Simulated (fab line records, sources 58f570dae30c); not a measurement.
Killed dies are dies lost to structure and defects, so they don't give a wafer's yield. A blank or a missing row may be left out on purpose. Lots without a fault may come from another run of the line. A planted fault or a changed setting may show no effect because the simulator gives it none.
A struck lot beside a sound one | flow berkeley_cmos170 | 23 steps out of a route of 331
Sound: wafers L861.1, L861.3, L861.5. Struck: wafers L871.1, L871.2, L871.4. The cause comes at the end.
At each step with rows: each side's tool, then ch and its chambers, then its first start. Under that, the readings that differ: sound wafers | struck wafers | difference of the means | sigmas: that difference in standard deviations of wafers without a fault.
alike: readings whose means differ by less than 2 such deviations, and words and numbers that are the same on both sides. not compared: withheld readings, readings that some wafer has no value for, bounds like >300 that may hide the same value, and numbers for which the record gives no deviation and whose values overlap.
The two part at a step that has a row with sigmas, a row that says differs or no value, or rows on one side only. Numbers that don't overlap but have no deviation are shown without sigmas and don't part them. A reading that every wafer of one side lacks parts them only if that side has two wafers or more.

first, 4 steps without rows for these wafers: UCB170_PWELL_WET_ETCH_19 (etches Si3N4 in H3PO4, time 14400 s); UCB170_PWELL_WET_ETCH_20 (etches SiO2 in BOE, time 22 s); UCB170_WELLDRIVE_CLEAN_00 (cleans in SPM, time 600 s); UCB170_WELLDRIVE_OXIDATION_01 (target thk 199 nm, ox time 9000 s).
UCB170_WELLDRIVE_THK_MEAS_02:
  sound on film_metro-04, day 5 03:49; struck on film_metro-04, day 7 01:06
  alike: WELLDRIVE_OXIDE_THK
then, 5 steps without rows for these wafers: UCB170_WELLDRIVE_ANNEAL_03 (time 900 s); UCB170_WELLDRIVE_WET_ETCH_04 (etches SiO2 in BOE, time 120 s); UCB170_ACTIVE_CLEAN_00 (cleans in SPM, time 600 s); UCB170_ACTIVE_CLEAN_01 (cleans in dHF, time 60 s); UCB170_ACTIVE_OXIDATION_02 (target thk 26.4 nm, ox time 1260 s).
UCB170_ACTIVE_THK_MEAS_03:
  sound on film_metro-03, day 5 10:41; struck on film_metro-03, day 7 06:41
  reading               | sound          | struck         | difference | sigmas
  ACTIVE_OXIDE_THK (nm) | 26.4 26.2 26.0 | 27.5 27.6 27.4 | +1.3       | +3
then, 1 step without rows for these wafers: UCB170_ACTIVE_ANNEAL_04 (time 900 s).
UCB170_ACTIVE_CVD_05: deposits Si3N4 from SiH2Cl2/NH3, target thk 220 nm, time 3300 s.
  sound on lpcvd-01 ch 1, day 5 16:25; struck on lpcvd-01 ch 1, day 7 11:34
  reading                                  | sound           | struck          | difference | sigmas
  model.Si3N4_of_ACTIVE_CVD_05.thk_nm (nm) | 214.8 214.2 214 | 276.2 275.2 275 | +61.1      |
  alike: pressure_mtorr, sih2cl2_flow_sccm, zone_power_centre_pct
UCB170_ACTIVE_THK_MEAS_06:
  sound on film_metro-02, day 5 18:20; struck on film_metro-03, day 7 13:43
  reading                 | sound             | struck            | difference | sigmas
  ACTIVE_NITRIDE_THK (nm) | 214.9 214.2 214.1 | 276.1 275.0 275.1 | +61.0      | +23
  not compared: hold
then, 5 steps without rows for these wafers: UCB170_ACTIVE_COAT_08 (resist thk 900 nm); UCB170_ACTIVE_SOFTBAKE_09 (time 60 s); UCB170_ACTIVE_EXPOSE_10 (exposes mask ACTIVE, target cd 1200 nm); UCB170_ACTIVE_PEB_11; UCB170_ACTIVE_DEVELOP_12 (develop time 45 s).
UCB170_ACTIVE_CD_MEAS_13: target cd 1200 nm.
  sound on cd_sem-02, day 5 19:44; struck on cd_sem-01, day 7 16:16
  alike: cd_nm
UCB170_ACTIVE_OVL_MEAS_14:
  sound on overlay-02, day 5 19:52; struck on overlay-01, day 7 16:23
  alike: ACTIVE_OVL
UCB170_ACTIVE_ETCH_15: etches Si3N4 in CH3F/Ar/O2, stops on SiO2, target depth 242 nm, time 151 s.
  sound on rie_diel-01 ch 0,2, day 5 19:53; struck on rie_diel-02 ch 0,1,2, day 7 16:25
  reading                  | sound             | struck            | difference | sigmas
  oes_product_au (a.u.)    | 0.949 0.925 0.921 | 1.014 1.001 1.018 | +0.079     | +5
  model.etch.depth_nm (nm) | 214.8 214.2 214   | 242 240.2 237.4   | +26        |
  alike: CH3F_flow_sccm, drypump_motor_current_A, mfc_ar_sccm, rf_fwd_power_W, throttle_valve_pct
  not compared: rf_hours_counter_h
UCB170_ACTIVE_STRIP_16: strips in O2.
  sound on plasma_asher-01 ch 0,1, day 5 20:02; struck on plasma_asher-04 ch 0,1, day 7 16:33
  alike: drypump_motor_current_A, oes_product_au, strip_time_to_endpoint_s
  not compared: rf_hours_counter_h

WHERE THEY PART
First at UCB170_ACTIVE_THK_MEAS_03; last, within this record, at UCB170_ACTIVE_ETCH_15. Later steps at which nothing parts them and some readings are alike: UCB170_ACTIVE_STRIP_16.

WHY: what the simulator had put in
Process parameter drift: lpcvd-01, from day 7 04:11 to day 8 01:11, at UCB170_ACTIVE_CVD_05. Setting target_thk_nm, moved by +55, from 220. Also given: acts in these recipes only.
